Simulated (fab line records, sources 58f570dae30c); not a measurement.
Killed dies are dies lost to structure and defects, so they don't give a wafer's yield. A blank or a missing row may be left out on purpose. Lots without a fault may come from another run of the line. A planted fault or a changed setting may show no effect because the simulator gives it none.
Which tool did it? | flow berkeley_cmos170 | 12 lots, 36 wafers sampled, at 4 steps of a route of 331

WHAT THE GAUGES READ, wafer by wafer
UCB170_M2_OVL_MEAS_16. Usual: M2_OVL 1 nm, standard deviation 7.5.
lot  | measured     | on         | M2_OVL (nm) | flag
L297 | day 7 10:16  | overlay-02 | -7 -14 -6   |
L299 | day 7 21:08  | overlay-02 | 7 4 0       |
L298 | day 7 21:41  | overlay-02 | 11 2 11     |
L301 | day 8 05:58  | overlay-02 | 9 -6 2      |
L300 | day 8 05:50  | overlay-01 | 7 6 -3      |
L302 | day 8 16:49  | overlay-01 | 0 0 3       |
L303 | day 8 19:36  | overlay-01 | 8 8 20      |
L306 | day 9 06:49  | overlay-01 | 13 13 9     |
L305 | day 9 06:20  | overlay-01 | -6 -8 -11   |
L304 | day 9 06:32  | overlay-02 | -13 -6 3    |
L307 | day 9 22:25  | overlay-01 | 76 57 75    | OFF
L314 | day 10 23:12 | overlay-01 | 76 63 68    | OFF

UCB170_V2_CD_MEAS_12: target cd 700 nm. Usual: cd_nm 700.5 nm, standard deviation 1.3.
lot  | measured     | on        | cd_nm (nm)        | flag
L297 | day 7 12:58  | cd_sem-02 | 701.3 700.7 700.2 |
L299 | day 7 23:43  | cd_sem-02 | 700.1 700.9 701.3 |
L298 | day 8 00:14  | cd_sem-02 | 700.8 700.3 700.0 |
L301 | day 8 08:28  | cd_sem-02 | 699.0 699.0 699.8 |
L300 | day 8 08:47  | cd_sem-01 | 701.2 702.1 702.7 |
L302 | day 8 19:05  | cd_sem-01 | 703.3 702.6 702.8 |
L303 | day 8 22:24  | cd_sem-01 | 701.7 702.9 702.2 |
L306 | day 9 09:25  | cd_sem-02 | 698.8 699.6 699.6 |
L305 | day 9 08:33  | cd_sem-01 | 702.6 703.1 701.9 |
L304 | day 9 09:09  | cd_sem-02 | 702.0 700.6 701.4 |
L307 | day 10 00:37 | cd_sem-02 | 702.0 701.5 701.6 |
L314 | day 11 01:44 | cd_sem-02 | 702.2 702.2 701.7 |

WHICH TOOL RAN EACH LOT (tool, then ch and the chambers of the sampled wafers, then the start)
lot  | UCB170_GATE_STRIP_16                | UCB170_M2_EXPOSE_12
L297 | plasma_asher-04 ch 0,1, day 6 00:49 | krf_scanner-01 ch 0, day 7 09:23
L299 | plasma_asher-04 ch 0,1, day 6 12:37 | krf_scanner-02 ch 0, day 7 20:39
L298 | plasma_asher-02 ch 0,1, day 6 12:51 | krf_scanner-02 ch 0, day 7 20:49
L301 | plasma_asher-03 ch 0,1, day 6 19:46 | krf_scanner-02 ch 0, day 8 05:28
L300 | plasma_asher-02 ch 0,1, day 6 20:04 | krf_scanner-02 ch 0, day 8 05:20
L302 | plasma_asher-04 ch 0,1, day 7 08:52 | krf_scanner-01 ch 0, day 8 16:18
L303 | plasma_asher-03 ch 0,1, day 7 09:08 | krf_scanner-02 ch 0, day 8 18:57
L306 | plasma_asher-02 ch 0,1, day 7 22:03 | krf_scanner-02 ch 0, day 9 06:18
L305 | plasma_asher-04 ch 0,1, day 7 22:17 | krf_scanner-01 ch 0, day 9 05:44
L304 | plasma_asher-03 ch 0,1, day 7 22:26 | krf_scanner-01 ch 0, day 9 05:51
L307 | plasma_asher-04 ch 0, day 8 10:26   | krf_scanner-01 ch 0, day 9 21:53
L314 | plasma_asher-02 ch 0,1, day 9 14:13 | krf_scanner-01 ch 0, day 10 22:18
- UCB170_GATE_STRIP_16: strips in O2.
- UCB170_M2_EXPOSE_12: exposes mask METAL2, target cd 700 nm.

WHAT THE TOOLS THEMSELVES READ (means of the sampled wafers that have a number; where no wafer has one, the mark that the record gives instead)
UCB170_GATE_STRIP_16. Usual: drypump_motor_current_A 5.7 A, standard deviation 0.46; oes_product_au 0.724 a.u., standard deviation 0.0044.
lot  | tool            | drypump_motor_current_A (A) | oes_product_au (a.u.) | flag
L297 | plasma_asher-04 | 6.1                         | 0.724                 |
L299 | plasma_asher-04 | 6.2                         | 0.723                 |
L298 | plasma_asher-02 | 5.3                         | 0.724                 |
L301 | plasma_asher-03 | 5.4                         | 0.725                 |
L300 | plasma_asher-02 | 5.2                         | 0.730                 |
L302 | plasma_asher-04 | 6.2                         | 0.722                 |
L303 | plasma_asher-03 | 5.4                         | 0.728                 |
L306 | plasma_asher-02 | 5.3                         | 0.727                 |
L305 | plasma_asher-04 | 6.2                         | 0.724                 |
L304 | plasma_asher-03 | 5.7                         | 0.721                 |
L307 | plasma_asher-04 | 6.3                         | 0.728                 |
L314 | plasma_asher-02 | 5.3                         | 0.724                 |

THE ANSWER, worked out from the rows above alone
Rule: a lot is off if the mean of its wafers that have a number lies more than 3 standard deviations from the usual mean. A lot without any number at a reading at which 4 lots or more have one is off too. The other lots that the step has rows for count as sound. The gauges are gone through in route order, then the tools' own readings, and for those a lot's mean is taken as printed above. The first step at which some lot is off is used, and at that step the reading that is off furthest; a lot without a number counts as furthest.
Off: L307, L314, at UCB170_M2_OVL_MEAS_16 (M2_OVL).
A tool fits if, at a process step before that reading, it ran every lot that is off, and no sound lot after the first of them. The gauges at UCB170_M2_OVL_MEAS_16 are tried like those tools. Can't be told from this: 2 tools fit, krf_scanner-01 at UCB170_M2_EXPOSE_12, overlay-01 at UCB170_M2_OVL_MEAS_16.

WHAT THE SIMULATOR HAD PUT IN
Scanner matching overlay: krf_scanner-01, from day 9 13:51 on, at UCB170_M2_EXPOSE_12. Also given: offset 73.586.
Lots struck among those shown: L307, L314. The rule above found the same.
